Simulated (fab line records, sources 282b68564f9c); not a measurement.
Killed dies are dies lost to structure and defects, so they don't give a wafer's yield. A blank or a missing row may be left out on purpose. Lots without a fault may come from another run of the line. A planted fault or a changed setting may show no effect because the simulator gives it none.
fab line records | flow rit_cmos
record lots=7 wafers=21 last_day=6
route steps=202 shown ACTIVE@17 FOX1@20 FOX2@23 NWELL@28 PWELL@39 WELLDRIVE@50 M1@202
lots that met no fault: from a run of the same line without faults
start_h: hours from the record's first day to the start of the lot's first wafer shown | wait_h: hours since the lot's step before | " the same as in the row above | L1.1+2: a row that stands for several wafers | - no value, or no start given | * or withheld: withheld | < > ~ a bound
route shown NAME@n: a module of which the file shows steps, and the number in the route of the first | usual: mean/standard deviation of fault-free wafers | same: alike in all rows | chamber/n: place in a boat | sites: the reading at each site | _std_site: their standard deviation | _edge_site: outer sites' mean less inner sites' | radius_mm: how far each site lies from the wafer's centre | mask NAME#n: copy n | behind: the tool/chamber that last shaped the wafer | hold: why the lot was held/for how many hours/how that ended | device: the transistor (n, p or np) that didn't switch | end of line: the same wafers' tests at the end of the route | a step without rows: its recipe alone | killed: dies lost to structure and defects at the first sort, not the wafer's yield | map: a wafer's dies, x killed, . not, _ none there
set.NAME: the setting as run; set.NAME@STEP: as run at that earlier step | model.NAME: the simulator's own value behind a step, which no gauge read
lots at some steps of the route; a table a step, a row a wafer
services: from which hour (start_h, from the record's first day; less than 0 if before it) a tool's chamber was out of use, for how many hours, and why
## steps
# step RIT_ACTIVE_CLEAN_15
# recipe chemistry=SC1 mix=3:3:50 time_s=600 temp_c=75
# step RIT_ACTIVE_CLEAN_16
# recipe chemistry=dHF dilution=50:1 time_s=30
# step RIT_ACTIVE_CLEAN_17
# recipe chemistry=SC2 mix=3:3:50 time_s=600 temp_c=75 dry=n2_spin
# step RIT_FOX1_OXIDATION_00
# recipe temp_c=1100 ambient=H2O target_thk_a=3507 p_h2o_torr=720 ox_time_s=1130
# step RIT_FOX1_THK_MEAS_01
# recipe reads=SiO2_of_FOX1_OXIDATION_00
# usual FOX1_OXIDE_THK=354/8.1
# columns lot.wafer tool chamber start_h wait_h FOX1_OXIDE_THK[nm]
L420.2 film_metro-04 - 18.38 0.0 372
L420.3 " - " " 369
L420.5 " - " " 368
L424.1 film_metro-04 - 38.52 0.0 359
L424.2 " - " " 359
L424.5 " - " " 360
L426.3 film_metro-04 - 49.45 0.0 343
L426.4 " - " " 348
L426.5 " - " " 351
L427.1 film_metro-03 - 53.04 0.0 354
L427.2 " - " " 350
L427.6 " - " " 351
L428.1 film_metro-01 - 58.56 0.0 341
L428.5 " - " " 350
L428.6 " - " " 352
L436.2 film_metro-01 - 99.26 0.0 344
L436.5 " - " " 343
L436.6 " - " " 350
L438.2 film_metro-04 - 108.62 0.0 353
L438.4 " - " " 341
L438.6 " - " " 339
# step RIT_FOX1_WET_ETCH_02
# recipe chemistry=BOE target_depth_nm=350 time_s=390 temp_c=21.5 dry=n2_spin dilution=10:1 target=SiO2
# step RIT_FOX2_OXIDATION_00
# recipe temp_c=1100 ambient=H2O target_thk_a=3507 p_h2o_torr=720 ox_time_s=1130
# step RIT_FOX2_THK_MEAS_01
# recipe reads=SiO2_of_FOX2_OXIDATION_00
# usual FOX2_OXIDE_THK=353/5.3
# columns lot.wafer tool chamber start_h wait_h FOX2_OXIDE_THK[nm]
L420.2 film_metro-01 - 20.94 0.0 348
L420.3 " - " " 355
L420.5 " - " " 352
L424.1 film_metro-01 - 40.14 0.0 357
L424.2 " - " " 359
L424.5 " - " " 351
L426.3 film_metro-01 - 50.94 0.0 361
L426.4 " - " " 357
L426.5 " - " " 362
L427.1 film_metro-03 - 54.54 0.0 344
L427.2 " - " " 348
L427.6 " - " " 346
L428.1 film_metro-03 - 61.49 0.0 346
L428.5 " - " " 352
L428.6 " - " " 348
L436.2 film_metro-02 - 101.87 0.0 341
L436.5 " - " " 350
L436.6 " - " " 343
L438.2 film_metro-01 - 110.11 0.0 360
L438.4 " - " " 356
L438.6 " - " " 353
# step RIT_FOX2_CLEAN_02
# recipe chemistry=dHF dilution=50:1 time_s=180
# step RIT_FOX2_WET_ETCH_03
# recipe chemistry=H3PO4 target=Si3N4 target_depth_nm=195 temp_c=165 time_s=2700
# step RIT_FOX2_THK_MEAS_90
# recipe reads=SiO2_of_FOX2_OXIDATION_00
# usual FIELD_OXIDE_LEFT_1_THK=326/5.3
# columns lot.wafer tool chamber start_h wait_h FIELD_OXIDE_LEFT_1_THK[nm]
L420.2 film_metro-01 - 21.82 0.0 321
L420.3 " - " " 327
L420.5 " - " " 326
L424.1 film_metro-02 - 41.01 0.0 330
L424.2 " - " " 332
L424.5 " - " " 324
L426.3 film_metro-01 - 51.82 0.0 333
L426.4 " - " " 329
L426.5 " - " " 334
L427.1 film_metro-01 - 55.42 0.0 317
L427.2 " - " " 321
L427.6 " - " " 319
L428.1 film_metro-01 - 62.44 0.0 319
L428.5 " - " " 326
L428.6 " - " " 321
L436.2 film_metro-01 - 102.82 0.0 314
L436.5 " - " " 323
L436.6 " - " " 316
L438.2 film_metro-03 - 111.01 0.0 333
L438.4 " - " " 329
L438.6 " - " " 325
# step RIT_NWELL_HMDS_00
# recipe prime_time_s=60 prime_temp_c=140
# step RIT_NWELL_COAT_01
# recipe resist=NOVOLAK spin_rpm=2000 resist_thk_nm=1300
# usual chill_plate_temp_C=22.97/0.11 dispense_pressure_kPa=46.2/1.8
# columns lot.wafer tool chamber start_h wait_h chill_plate_temp_C dispense_pressure_kPa
L420.2 litho_track-01 0 22.04 0.1 22.93 44.5
L420.3 " 0 " " 22.97 44.5
L420.5 " 0 " " 22.90 44.4
L424.1 litho_track-03 0 41.22 0.1 22.89 46.3
L424.2 " 0 " " 22.83 46.4
L424.5 " 0 " " 23.10 46.3
L426.3 litho_track-01 - 52.06 0.1 - -
L426.4 " - " " - -
L426.5 " - " " - -
L427.1 litho_track-02 - 55.63 0.1 - -
L427.2 " - " " - -
L427.6 " - " " - -
L428.1 litho_track-01 - 62.65 0.1 - -
L428.5 " - " " - -
L428.6 " - " " - -
L436.2 litho_track-02 0 103.05 0.1 22.96 48.5
L436.5 " 0 " " 22.92 48.5
L436.6 " 0 " " 22.89 48.5
L438.2 litho_track-01 0 111.23 0.1 22.88 44.5
L438.4 " 0 " " 22.85 44.5
L438.6 " 0 " " 23.00 44.5
# step RIT_NWELL_SOFTBAKE_02
# recipe resist=NOVOLAK temp_c=90 time_s=60
# step RIT_NWELL_EXPOSE_03
# recipe mask_id=M2 na=0.57 target_cd_nm=43900 dose_mj=250
# step RIT_NWELL_PEB_04
# recipe resist=NOVOLAK temp_c=withheld time_s=withheld
# step RIT_NWELL_DEVELOP_05
# recipe resist=NOVOLAK develop_time_s=68 dev_temp_c=23
# step RIT_NWELL_OVL_MEAS_06
# usual NWELL_OVL=-0.6/1.6
# columns lot.wafer tool chamber start_h wait_h NWELL_OVL[nm]
L420.2 overlay-02 - 22.88 - -0.4
L420.3 " - " " 1.1
L420.5 " - " " -0.2
L424.1 overlay-02 - 42.08 - 0.1
L424.2 " - " " -0.6
L424.5 " - " " -1.2
L426.3 overlay-01 - 52.76 - -
L426.4 " - " " -
L426.5 " - " " -
L427.1 overlay-02 - 56.48 - -
L427.2 " - " " -
L427.6 " - " " -
L428.1 overlay-01 - 63.38 - -
L428.5 " - " " -
L428.6 " - " " -
L436.2 overlay-02 - 103.96 - 0.9
L436.5 " - " " -0.5
L436.6 " - " " -1.7
L438.2 overlay-02 - 112.07 - 0.1
L438.4 " - " " -1.8
L438.6 " - " " -0.4
# step RIT_NWELL_HARDBAKE_07
# recipe resist=NOVOLAK temp_c=140 time_s=120
# step RIT_NWELL_IMPLANT_08
# recipe species=P energy_kev=170 dose_cm2=5e+13 tilt_deg=7
# step RIT_NWELL_STRIP_09
# recipe chemistry=O2 time_s=180 resist=NOVOLAK platen_temp_c=withheld power_w=500 pressure_mtorr=4000 o2_flow_sccm=4000
# usual drypump_motor_current_A=5.4/0.59
# columns lot.wafer tool chamber start_h wait_h drypump_motor_current_A rf_hours_counter_h
L420.2 plasma_asher-02 0 23.31 0.1 5.0 38
L420.3 " 1 " " 6.0 -
L420.5 " 0 " " 5.0 -
L424.1 plasma_asher-02 1 42.52 0.1 6.0 40
L424.2 " 0 " " 5.0 40
L424.5 " 1 " " 6.0 -
L426.3 plasma_asher-02 0 53.24 0.1 5.0 -
L426.4 " 1 " " 6.0 -
L426.5 " 0 " " 5.0 -
L427.1 plasma_asher-02 1 56.92 0.1 6.0 42
L427.2 " 0 " " 5.0 42
L427.6 " 0 " " 5.0 -
L428.1 plasma_asher-02 1 63.81 0.1 6.0 43
L428.5 " 1 " " 6.0 -
L428.6 " 0 " " 5.0 -
L436.2 plasma_asher-01 1 104.39 0.1 6.0 45
L436.5 " 1 " " 6.0 -
L436.6 " 0 " " 4.7 -
L438.2 plasma_asher-01 0 112.50 0.1 4.7 46
L438.4 " 0 " " 4.7 -
L438.6 " 1 " " 6.0 -
# step RIT_NWELL_TW_MEAS_10
# usual NWELL_TW=2128/20
# columns lot.wafer tool chamber start_h wait_h NWELL_TW
L420.2 film_metro-02 - 23.50 0.1 2110
L420.3 " - " " 2092
L420.5 " - " " 2100
L424.1 film_metro-02 - 42.69 0.1 2086
L424.2 " - " " 2101
L424.5 " - " " 2100
L426.3 film_metro-01 - 53.38 0.1 2137
L426.4 " - " " 2130
L426.5 " - " " 2135
L427.1 film_metro-04 - 57.09 0.1 2152
L427.2 " - " " 2148
L427.6 " - " " 2136
L428.1 film_metro-02 - 63.99 0.1 2095
L428.5 " - " " 2101
L428.6 " - " " 2090
L436.2 film_metro-02 - 104.58 0.1 2111
L436.5 " - " " 2108
L436.6 " - " " 2108
L438.2 film_metro-02 - 112.69 0.1 2106
L438.4 " - " " 2119
L438.6 " - " " 2113
# step RIT_PWELL_HMDS_00
# recipe prime_time_s=60 prime_temp_c=140
# step RIT_PWELL_COAT_01
# recipe resist=NOVOLAK spin_rpm=2000 resist_thk_nm=1300
# step RIT_PWELL_SOFTBAKE_02
# recipe resist=NOVOLAK temp_c=90 time_s=60
# step RIT_PWELL_EXPOSE_03
# recipe mask_id=M3 na=0.57 target_cd_nm=43700 dose_mj=250
# step RIT_PWELL_PEB_04
# recipe resist=NOVOLAK temp_c=withheld time_s=withheld
# step RIT_PWELL_DEVELOP_05
# recipe resist=NOVOLAK develop_time_s=68 dev_temp_c=23
# step RIT_PWELL_OVL_MEAS_06
# usual PWELL_OVL=0.7/1.5
# columns lot.wafer tool chamber start_h wait_h PWELL_OVL[nm]
L420.2 overlay-01 - 24.43 - 0.9
L420.3 " - " " 2.8
L420.5 " - " " 2.3
L424.1 overlay-02 - 43.76 - 2.7
L424.2 " - " " 0.7
L424.5 " - " " 1.8
L426.3 overlay-02 - 54.31 - 1.5
L426.4 " - " " 0.5
L426.5 " - " " 0.2
L427.1 overlay-01 - 58.05 - 0.9
L427.2 " - " " -0.1
L427.6 " - " " 1.7
L428.1 overlay-02 - 65.11 - -0.8
L428.5 " - " " -1.1
L428.6 " - " " -1.1
L436.2 overlay-02 - 105.67 - 1.4
L436.5 " - " " 0.6
L436.6 " - " " -0.5
L438.2 overlay-01 - 113.75 - 2.6
L438.4 " - " " 1.9
L438.6 " - " " 1.9
# step RIT_PWELL_HARDBAKE_07
# recipe resist=NOVOLAK temp_c=140 time_s=120
# step RIT_PWELL_IMPLANT_08
# recipe species=B energy_kev=170 dose_cm2=7e+13 tilt_deg=7
# step RIT_PWELL_STRIP_09
# recipe chemistry=O2 time_s=180 resist=NOVOLAK platen_temp_c=withheld power_w=500 pressure_mtorr=4000 o2_flow_sccm=4000
# usual drypump_motor_current_A=5.5/0.48
# columns lot.wafer tool chamber start_h wait_h drypump_motor_current_A rf_hours_counter_h
L420.2 plasma_asher-01 0 24.86 0.1 4.6 37
L420.3 " 1 " " 6.0 -
L420.5 " 1 " " 6.0 -
L424.1 plasma_asher-04 0 44.19 0.1 5.5 25
L424.2 " 1 " " 6.0 25
L424.5 " 0 " " 5.5 -
L426.3 plasma_asher-04 0 54.89 0.1 5.5 -
L426.4 " 1 " " 6.0 -
L426.5 " 0 " " 5.5 -
L427.1 plasma_asher-03 1 58.49 0.1 5.5 41
L427.2 " 0 " " 5.7 41
L427.6 " 0 " " 5.7 -
L428.1 plasma_asher-03 0 65.55 0.1 5.7 42
L428.5 " 0 " " 5.7 -
L428.6 " 1 " " 5.5 -
L436.2 plasma_asher-01 1 106.10 0.1 6.0 45
L436.5 " 1 " " 6.0 -
L436.6 " 0 " " 4.6 -
L438.2 plasma_asher-01 1 114.18 0.1 6.0 47
L438.4 " 0 " " 4.7 -
L438.6 " 0 " " 4.7 -
# step RIT_PWELL_TW_MEAS_10
# usual PWELL_TW=946/8.9
# columns lot.wafer tool chamber start_h wait_h PWELL_TW
L420.2 film_metro-01 - 25.05 0.1 952
L420.3 " - " " 958
L420.5 " - " " 960
L424.1 film_metro-02 - 44.37 0.1 933
L424.2 " - " " 934
L424.5 " - " " 931
L426.3 film_metro-01 - 55.02 0.1 2193
L426.4 " - " " 2195
L426.5 " - " " 2182
L427.1 film_metro-04 - 58.66 0.1 2197
L427.2 " - " " 2198
L427.6 " - " " 2187
L428.1 film_metro-04 - 65.72 0.1 2194
L428.5 " - " " 2197
L428.6 " - " " 2187
L436.2 film_metro-04 - 106.28 0.1 949
L436.5 " - " " 949
L436.6 " - " " 949
L438.2 film_metro-01 - 114.37 0.1 949
L438.4 " - " " 957
L438.6 " - " " 952
# step RIT_WELLDRIVE_ANNEAL_00
# recipe temp_c=1100 time_s=14700 ambient=N2
# step RIT_M1_PROBE_99
# usual killed_at_M0_to_M3=0.0/0.12 killed_at_contacts=0.1/0.34 killed_at_front_end=7.0/2.9 killed_dies=7.2/2.9 killed_on_rim=2.1/1.4 killed_open=3.6/1.9 killed_short=3.5/2.1
# same gross_dies=264 killed_at_M4_up=0 killed_at_back_side=0 killed_at_other=0
# columns lot.wafer tool chamber start_h wait_h killed_at_M0_to_M3 killed_at_contacts killed_at_front_end killed_dies killed_on_rim killed_open killed_short
L420.2 prober-02 - 60.82 0.1 0 0 7 7 2 3 4
L420.3 prober-02 - 60.87 0.2 0 0 5 5 2 2 3
L420.5 prober-02 - 60.97 0.2 0 0 8 8 3 3 5
L424.1 prober-01 - 81.88 0.1 0 0 4 4 0 2 2
L424.2 prober-01 - 81.93 0.1 0 0 5 5 1 3 2
L424.5 prober-01 - 82.08 0.2 0 0 12 12 6 6 6
L426.3 prober-01 - 90.63 0.2 0 1 263 264 70 2 5
L426.4 prober-01 - 90.68 0.2 0 0 264 264 70 2 4
L426.5 prober-01 - 90.73 0.2 0 0 264 264 70 0 5
L427.1 prober-02 - 95.38 0.1 0 0 264 264 70 4 2
L427.2 prober-02 - 95.43 0.1 0 0 264 264 70 7 4
L427.6 prober-02 - 95.63 0.2 0 0 264 264 70 0 2
L428.1 prober-01 - 103.65 0.1 1 0 263 264 70 4 6
L428.5 prober-01 - 103.85 0.2 0 0 264 264 70 4 1
L428.6 prober-01 - 103.90 0.2 0 0 264 264 70 2 6
L436.2 prober-01 - 141.68 0.1 0 0 7 7 1 0 7
L436.5 prober-01 - 141.83 0.2 0 0 6 6 0 4 2
L436.6 prober-01 - 141.88 0.2 0 1 6 7 2 5 2
L438.2 prober-01 - 149.11 0.1 0 0 1 1 1 0 1
L438.4 prober-01 - 149.21 0.2 0 0 5 5 0 2 3
L438.6 prober-01 - 149.31 0.2 0 0 6 6 2 4 2
# killed by level:class
L420.2 GATE:geometric_particle:short=2 GATE:geometric_particle:open=2 FOX2:geometric_particle:short=1 SPACER:geometric_particle:open=1 SILICIDE:geometric_particle:short=1
L420.3 GATE:geometric_particle:short=2 FOX2:geometric_particle:short=1 FOX2:geometric_particle:open=1 GATE:geometric_particle:open=1
L420.5 GATE:geometric_particle:short=2 GATE:geometric_particle:open=2 FOX1:geometric_particle:short=1 FOX2:geometric_particle:short=1 REOX:geometric_particle:short=1 SPACER:geometric_particle:open=1
L424.1 REOX:geometric_particle:short=2 REOX:geometric_particle:open=2
L424.2 FOX1:geometric_particle:short=2 GATE:geometric_particle:open=1 REOX:geometric_particle:open=1 SILICIDE:geometric_particle:open=1
L424.5 GATE:geometric_particle:open=5 GATE:geometric_particle:short=3 REOX:geometric_particle:short=2 SILICIDE:geometric_particle:open=1 SILICIDE:geometric_particle:short=1
L426.3 NWELL:area_expose=257 SPACER:geometric_particle:short=2 FOX2:geometric_particle:open=1 GATE:geometric_particle:short=1 REOX:geometric_particle:short=1 SPACER:geometric_particle:open=1 CONTACT:geometric_particle:short=1
L426.4 NWELL:area_expose=258 FOX1:geometric_particle:short=1 GATE:geometric_particle:short=1 GATE:geometric_particle:open=1 REOX:geometric_particle:open=1 SPACER:geometric_particle:short=1 SILICIDE:geometric_particle:short=1
L426.5 NWELL:area_expose=259 GATE:geometric_particle:short=4 SPACER:geometric_particle:short=1
L427.1 NWELL:area_expose=258 SPACER:geometric_particle:open=3 GATE:geometric_particle:short=1 GATE:geometric_particle:open=1 SPACER:geometric_particle:short=1
L427.2 NWELL:area_expose=253 GATE:geometric_particle:short=3 REOX:geometric_particle:open=2 SPACER:geometric_particle:open=2 FOX1:geometric_particle:open=1 FOX1:geometric_particle:short=1 FOX2:geometric_particle:open=1 GATE:geometric_particle:open=1
L427.6 NWELL:area_expose=262 FOX1:geometric_particle:short=1 SPACER:geometric_particle:short=1
L428.1 NWELL:area_expose=254 GATE:geometric_particle:open=2 GATE:geometric_particle:short=2 SILICIDE:geometric_particle:short=2 REOX:geometric_particle:open=1 SPACER:geometric_particle:short=1 SILICIDE:geometric_particle:open=1 M1:geometric_particle:short=1
L428.5 NWELL:area_expose=259 GATE:geometric_particle:open=3 FOX2:geometric_particle:short=1 SPACER:geometric_particle:open=1
L428.6 NWELL:area_expose=256 GATE:geometric_particle:short=3 SPACER:geometric_particle:short=2 SILICIDE:geometric_particle:open=2 FOX1:geometric_particle:short=1
L436.2 GATE:geometric_particle:short=4 FOX2:geometric_particle:short=2 REOX:geometric_particle:short=1
L436.5 GATE:geometric_particle:open=2 GATE:geometric_particle:short=2 REOX:geometric_particle:open=1 SPACER:geometric_particle:open=1
L436.6 GATE:geometric_particle:open=3 FOX1:geometric_particle:open=1 SPACER:geometric_particle:short=1 FOX2:geometric_particle:open=1 CONTACT:geometric_particle:short=1
L438.2 GATE:geometric_particle:short=1
L438.4 GATE:geometric_particle:short=2 GATE:geometric_particle:open=1 SILICIDE:geometric_particle:open=1 SILICIDE:geometric_particle:short=1
L438.6 FOX1:geometric_particle:open=1 FOX2:geometric_particle:short=1 GATE:geometric_particle:open=1 REOX:geometric_particle:short=1 REOX:geometric_particle:open=1 SILICIDE:geometric_particle:open=1
# map L426.3 (x killed, . not)
________xxxxxxx_______
_____xxxxxxxxxxxxx____
____xxxxxxxxxxxxxxx___
___xxxxxxxxxxxxxxxxx__
__xxxxxxxxxxxxxxxxxxx_
__xxxxxxxxxxxxxxxxxxx_
_xxxxxxxxxxxxxxxxxxxxx
_xxxxxxxxxxxxxxxxxxxxx
_xxxxxxxxxxxxxxxxxxxxx
_xxxxxxxxxxxxxxxxxxxxx
__xxxxxxxxxxxxxxxxxxx_
__xxxxxxxxxxxxxxxxxxx_
___xxxxxxxxxxxxxxxxx__
____xxxxxxxxxxxxxxx___
_____xxxxxxxxxxxxx____
________xxxxxxx_______
# map L427.1 (x killed, . not)
________xxxxxxx_______
_____xxxxxxxxxxxxx____
____xxxxxxxxxxxxxxx___
___xxxxxxxxxxxxxxxxx__
__xxxxxxxxxxxxxxxxxxx_
__xxxxxxxxxxxxxxxxxxx_
_xxxxxxxxxxxxxxxxxxxxx
_xxxxxxxxxxxxxxxxxxxxx
_xxxxxxxxxxxxxxxxxxxxx
_xxxxxxxxxxxxxxxxxxxxx
__xxxxxxxxxxxxxxxxxxx_
__xxxxxxxxxxxxxxxxxxx_
___xxxxxxxxxxxxxxxxx__
____xxxxxxxxxxxxxxx___
_____xxxxxxxxxxxxx____
________xxxxxxx_______
## services
# columns tool chamber start_h hours kind
plasma_asher-02 - 6.37 3.7 repair
plasma_asher-03 - 9.49 0.8 repair
litho_track-03 - 59.82 - consumable_replace:filter
plasma_asher-03 - 107.97 28.1 pm
plasma_asher-02 - 108.75 9.0 pm
plasma_asher-02 0 108.75 9.0 vent_cycle
plasma_asher-02 1 108.75 9.0 vent_cycle
## key
first_sign step=RIT_NWELL_COAT_01 reading=tool_record direction=missing
effect step=RIT_NWELL_OVL_MEAS_06 reading=NWELL_OVL direction=missing
effect step=RIT_PWELL_TW_MEAS_10 reading=PWELL_TW direction=up sigmas=99+ usual=946 struck=2192
effect step=RIT_M1_PROBE_99 reading=killed_dies direction=up sigmas=89 usual=7.2 struck=264
more_kills_born_at RIT_NWELL_EXPOSE_03@iline_stepper-01=1542 RIT_NWELL_EXPOSE_03@iline_stepper-02=774
met_at RIT_NWELL_COAT_01
struck_wafers L426.3,L426.4,L426.5,L427.1,L427.2,L427.6,L428.1,L428.5,L428.6
tester_left_out L426,L427,L428
onset_between 22.04 52.06
fault kind=skipped_step_whole tool=litho_track-01,litho_track-02 chamber=- onset_h=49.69 steps=RIT_NWELL_COAT_01 scope=struck_lots_only
# tester_left_out: of these lots the tester's yield and bins aren't shown, on N5 and GAA mostly nor the transistor test; their killed dies are dies lost to structure and defects alone, not to doping, threshold or leakage, so they don't give the yield
